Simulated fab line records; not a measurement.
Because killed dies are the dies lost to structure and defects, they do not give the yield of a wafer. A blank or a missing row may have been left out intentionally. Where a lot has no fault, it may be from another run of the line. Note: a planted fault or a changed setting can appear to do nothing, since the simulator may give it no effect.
Lot-split experiment -- flow berkeley-cmos170 -- on a route of 331 steps: 5 lots, 27 wafers read

THE SPLIT ITSELF
At UCB170_M1_SPUTTER_00 (material Al, target thk 600 nm, time 80 s), the setting time-s was moved away from the recipe's 80 s on 9 of the 27 wafers read, by -45.3% to +43.1%. All remaining wafers had this setting at the recipe value.

FROM SPLIT TO READING: 1 step shown by the file between the two
- UCB170_M1_RS_MEAS_01: measures by four-point-probe

THE READING
M1_AL_THK, in nm, at UCB170_M1_THK_MEAS_02 (measures by xrf). Typical for fault-free wafers on this fab line: 592 nm, with standard deviation 5.8 nm.

wafer,"tool, chamber at the split","time-s as run, s",against the recipe,"M1_AL_THK, nm",against lot-mates on the recipe
L079.1,"pvd-sputter-04, -",80,recipe,589,-
L079.2,"pvd-sputter-04, -",80,recipe,589,-
L079.3,"pvd-sputter-04, -",114.5,+43.1%,844,+257
L079.4,"pvd-sputter-04, -",114.5,+43.1%,840,+253
L079.5,"pvd-sputter-04, -",114.5,+43.1%,839,+252
L079.6,"pvd-sputter-04, -",80,recipe,582,-
L081.1,"pvd-sputter-02, -",80,recipe,596,-
L081.2,"pvd-sputter-02, -",80,recipe,600,-
L081.3,"pvd-sputter-02, -",80,recipe,592,-
L081.4,"pvd-sputter-02, -",80,recipe,601,-
L081.5,"pvd-sputter-02, -",80,recipe,598,-
L081.6,"pvd-sputter-02, -",80,recipe,596,-
L083.1,"pvd-sputter-03, -",43.77,-45.3%,323,-268
L083.2,"pvd-sputter-03, -",43.77,-45.3%,329,-262
L083.3,"pvd-sputter-03, -",80,recipe,593,-
L083.4,"pvd-sputter-03, -",80,recipe,593,-
L083.5,"pvd-sputter-03, -",80,recipe,587,-
L083.6,"pvd-sputter-03, -",43.77,-45.3%,326,-265
L084.1,"pvd-sputter-04, -",92.98,+16.2%,692,+99
L084.2,"pvd-sputter-04, -",80,recipe,594,-
L084.3,"pvd-sputter-04, -",80,recipe,595,-
L084.4,"pvd-sputter-04, -",80,recipe,591,-
L084.5,"pvd-sputter-04, -",92.98,+16.2%,692,+99
L084.6,"pvd-sputter-04, -",92.98,+16.2%,688,+95
L085.2,"pvd-sputter-03, -",80,recipe,600,-
L085.4,"pvd-sputter-03, -",80,recipe,603,-
L085.6,"pvd-sputter-03, -",80,recipe,604,-

THE FIT
A straight line over all 27 wafers: M1_AL_THK changes by +5.84 nm for each +1% of time-s; r = +1.00; the points scatter about the line by 5.5 nm.
The same after taking each lot's own level away (the mean of its wafers on the recipe; 27 wafers): +5.88 nm for each +1%; r = +1.00; scatter 2.7 nm.
According to that fit, moving time-s by its largest amount changes the reading by 2.7e+02 nm.
Measured against the standard deviation above, the lots' own levels, which go from 586.7 to 602.3 nm, span 2.7 times it.
Consequently the slope shifts little with the lot-to-lot level, the two slopes agreeing.
Check: -265 nm against its lot-mates is what the line predicts for one of the wafers moved furthest among these (-45.3%) when that wafer is left out of the fit. It came out at -268 nm against them.

THE OTHER SPLITS THESE WAFERS WENT THROUGH
These wafers also went through other splits before the reading. Each is held against what the fit with the lots' levels taken away leaves over:
other split on the same wafers,wafers away from the commonest value,r with M1_AL_THK (lot level and that fit taken away)
UCB170_START_OXIDATION_02 ox-time-s,12,+0.12

THE WHOLE CHAIN: every reading that the file lists as answering this split, in the file's order
step,what it does,reading,change (the file's fit),r (the file's)
UCB170_M1_SPUTTER_00,"material Al, target thk 600 nm, time 80 s","Al_of_M1_SPUTTER_00.thk-nm (the simulator's own value, which no gauge read)",+6.01 nm for each +1% of the setting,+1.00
UCB170_M1_RS_MEAS_01,measures by four-point-probe,M1_AL_RS,-0.000628 for each +1% of the setting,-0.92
UCB170_M1_THK_MEAS_02,measures by xrf,M1_AL_THK,+5.87 for each +1% of the setting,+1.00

THE FILE'S OWN FIT
M1_AL_THK changes by +5.87 nm for each +1% of time-s, r = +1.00.
